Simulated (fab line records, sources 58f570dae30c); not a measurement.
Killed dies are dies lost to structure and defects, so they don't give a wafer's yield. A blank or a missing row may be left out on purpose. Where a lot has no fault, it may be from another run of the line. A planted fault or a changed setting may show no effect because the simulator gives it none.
8D (eight disciplines) problem report, filled in by code    flow berkeley cmos170    the parts of the form that need people (team, actions taken, sign-off) are left out

== 1. WHAT WENT WRONG ==
Wafers without a fault read 1199.8 nm, standard deviation 1.3; cd nm at UCB170_ACTIVE_CD_MEAS_13 reads a mean of 1241.7 nm on 6 wafers belonging to 2 lots. Relative to the usual mean, that is a shift of +32 standard deviations.
The step: target cd 1200 nm.
First seen on wafer L188.1, day 7 19:08, on cd sem-02. The record holds 42 wafers of 14 lots with a number at this step. Rule for "out" (also "out of limits"): further than 4 standard deviations from the usual mean. The rest of the wafers with a number are treated as sound.

== 2. WHAT IT IS; WHAT IT IS NOT ==
question                     is                      is not
which readings at this step  cd nm                   -
which lots                   L188, L190              L175, L176, L177, L178, L179, L180, L181, L186, L191, L193, L194, L197
which wafers of those lots   all that have a number  -
read on which gauges         cd sem-02               cd sem-01
when                         from day 7 19:08        up to then (24 sound wafers); but 12 sound wafers of L191, L193, L194, L197 came after

== 3. SUSPECTS, AND WHAT RULES EACH OUT ==
Counting: a tool at a process step up to the reading stays a suspect if it ran every lot that is out and no sound lot after the first of them.
- the gauge at UCB170_ACTIVE_CD_MEAS_13 has been ruled out. All the wafers that are out were read on cd sem-02, but those of them that UCB170_ACTIVE_EXPOSE_10 has rows for are out there too, on other tools.
- krf scanner-02 at UCB170_ACTIVE_EXPOSE_10 (exposes mask ACTIVE, target cd 1200 nm): kept. It ran every lot that is out, first L188 (day 7 18:42), and no sound lot after that; its last sound lot up to then is L176 (day 5 06:14). Its own readings are out on those wafers: exposure dose mJ cm2.
After counting, what remains is krf scanner-02 at UCB170_ACTIVE_EXPOSE_10.

== 4. THE CAUSE (what the simulator had put in) ==
Drift in process parameters on krf scanner-02 at UCB170_ACTIVE_EXPOSE_10, starting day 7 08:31. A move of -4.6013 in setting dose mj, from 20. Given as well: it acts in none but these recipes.
Counting left only this tool.

== 5. THE EFFECT CHAIN, in route order ==
Rows list readings where the struck wafers' mean (over those with a number) sits beyond 3 standard deviations from the usual. Readings are gone through only where the record gives a usual standard deviation; hours: the median, over the lots, of the time from a lot's start at the first step in this table giving one to that lot's start at this step; sigmas: the change measured in usual standard deviations.
hours  step                      reading               usual      on struck wafers  change  sigmas
0      UCB170_ACTIVE_EXPOSE_10   exposure dose mJ cm2  19.997     15.866            -4.131  -99 or more
0      UCB170_ACTIVE_CD_MEAS_13  cd nm                 1199.8 nm  1241.7            +41.9   +32
Here are the process steps it includes:
- UCB170_ACTIVE_EXPOSE_10: exposes mask ACTIVE, target cd 1200 nm.
Later steps that measure or inspect, where all struck wafers having a row at the step show a number for every such reading and not one has moved that far: UCB170_V2_OVL_MEAS_13.

== 6. WHAT WOULD HAVE CAUGHT IT SOONER ==
Counted from the fault's start at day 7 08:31, it took 11 hours until the first out-of-limits reading at a measuring or inspecting step in this record, taken at day 7 19:08.
At UCB170_ACTIVE_EXPOSE_10, the tool's own readings (exposure dose mJ cm2) were out on each struck wafer the step has a row for, so an alarm limit on them would have fired on the first such wafer.
Lots out: 2; of these, L190 started UCB170_ACTIVE_EXPOSE_10 on krf scanner-02 after day 7 19:08. A hold on the tool at that time would have spared it.
